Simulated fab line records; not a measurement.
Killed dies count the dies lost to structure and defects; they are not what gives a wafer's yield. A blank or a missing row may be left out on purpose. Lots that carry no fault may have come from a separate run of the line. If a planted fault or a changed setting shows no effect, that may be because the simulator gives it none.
Split-lot trial | flow ritCmos | 23 wafers read across 5 lots, on a route 202 steps long

== ABOUT THE SPLIT ==
At RIT_NSD_IMPLANT_08, the setting doseCm2 was moved away from the recipe's 1e+15 on 7 of the 23 wafers read, by +2.3% to +6.3%. For the rest of the wafers, this setting stayed at what the recipe calls for.

== FROM THE SPLIT TO THE READING: what the file shows between them, 3 steps ==
- RIT_PSD_IMPLANT_08 (also split here: doseCm2)
- RIT_PSD_STRIP_09: strips in O2, time 180 s
- RIT_SDANNEAL_RTA_03: time 5 s

== THE READING ==
NSD_RS (ohm/sq), read at RIT_SDANNEAL_RS_MEAS_05 with a four-point probe. Typical for fault-free wafers on this fab line: 84.65 ohm/sq, with standard deviation 0.25 ohm/sq.

wafer  | tool, chamber at the split | doseCm2 as run | against the recipe | NSD_RS, ohm/sq | against lot-mates on the recipe
L075.1 | implanter-01, 0            | 1.042e+15      | +4.2%              | 81.88          | -2.53
L075.2 | implanter-01, 0            | 1.042e+15      | +4.2%              | 82.03          | -2.38
L075.4 | implanter-01, 0            | 1.042e+15      | +4.2%              | 81.70          | -2.71
L075.5 | implanter-01, 0            | 1e+15          | recipe             | 84.39          | -
L075.6 | implanter-01, 0            | 1e+15          | recipe             | 84.43          | -
L076.1 | implanter-02, 0            | 1e+15          | recipe             | 84.90          | -
L076.3 | implanter-02, 0            | 1.063e+15      | +6.3%              | 80.91          | -3.99
L076.4 | implanter-02, 0            | 1e+15          | recipe             | 84.81          | -
L076.5 | implanter-02, 0            | 1.063e+15      | +6.3%              | 80.65          | -4.25
L076.6 | implanter-02, 0            | 1e+15          | recipe             | 84.99          | -
L077.1 | implanter-03, 0            | 1e+15          | recipe             | 84.87          | -
L077.2 | implanter-03, 0            | 1e+15          | recipe             | 84.40          | -
L077.5 | implanter-03, 0            | 1e+15          | recipe             | 84.58          | -
L083.1 | implanter-01, 0            | 1e+15          | recipe             | 84.67          | -
L083.2 | implanter-01, 0            | 1e+15          | recipe             | 84.24          | -
L083.4 | implanter-01, 0            | 1.023e+15      | +2.3%              | 83.18          | -1.31
L083.5 | implanter-01, 0            | 1e+15          | recipe             | 84.55          | -
L083.6 | implanter-01, 0            | 1.023e+15      | +2.3%              | 83.24          | -1.25
L085.2 | implanter-01, 0            | 1e+15          | recipe             | 84.91          | -
L085.3 | implanter-01, 0            | 1e+15          | recipe             | 84.81          | -
L085.4 | implanter-01, 0            | 1e+15          | recipe             | 85.08          | -
L085.5 | implanter-01, 0            | 1e+15          | recipe             | 84.95          | -
L085.6 | implanter-01, 0            | 1e+15          | recipe             | 84.89          | -

FIT RESULTS
A straight line over all 23 wafers: NSD_RS changes by -0.645 ohm/sq for each +1% of doseCm2; r = -0.99; the points scatter about the line by 0.23 ohm/sq.
The same after taking each lot's own level away (the mean of its wafers on the recipe; 23 wafers): -0.632 ohm/sq for each +1%; r = -0.99; scatter 0.15 ohm/sq.
The reading moves by 4 ohm/sq for the largest change in doseCm2, on that fit.
The span of the lots' own levels, 84.410 to 84.928 ohm/sq, comes to 2.1 times the standard deviation stated above.
Consequently the slope shifts little with the lot-to-lot level, the two slopes agreeing.
Check: -3.95 ohm/sq against its lot-mates is what the line predicts for one of the wafers moved furthest among these (+6.3%) when that wafer is left out of the fit. Against them it came out at -3.99 ohm/sq.

== THESE WAFERS: OTHER SPLITS ==
Other splits were also applied to these wafers ahead of the reading. Each is held against what the fit with the lots' levels taken away leaves over:
other split on the same wafers  | wafers away from the commonest value | r with NSD_RS (lot level and that fit taken away)
RIT_ACTIVE_COAT_06 spinRpm      | 7                                    | -0.24
RIT_ACTIVE_ETCH_13 rfW          | 8                                    | -0.23
RIT_NWELL_COAT_01 spinRpm       | 7                                    | -0.16
RIT_NWELL_IMPLANT_08 energyKev  | 11                                   | +0.01
RIT_NRETRO_IMPLANT_08 energyKev | 8                                    | -0.09
RIT_GATE_EXPOSE_13 doseMj       | 12                                   | +0.08
RIT_PLDD_IMPLANT_08 energyKev   | 6                                    | -0.20
RIT_SPACER_ETCHBACK_05 timeS    | 9                                    | +0.05
RIT_PSD_IMPLANT_08 doseCm2      | 4                                    | -0.27

== FILE'S OWN FIT ==
NSD_RS changes by -0.632 ohm/sq for each +1% of doseCm2, r = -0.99.
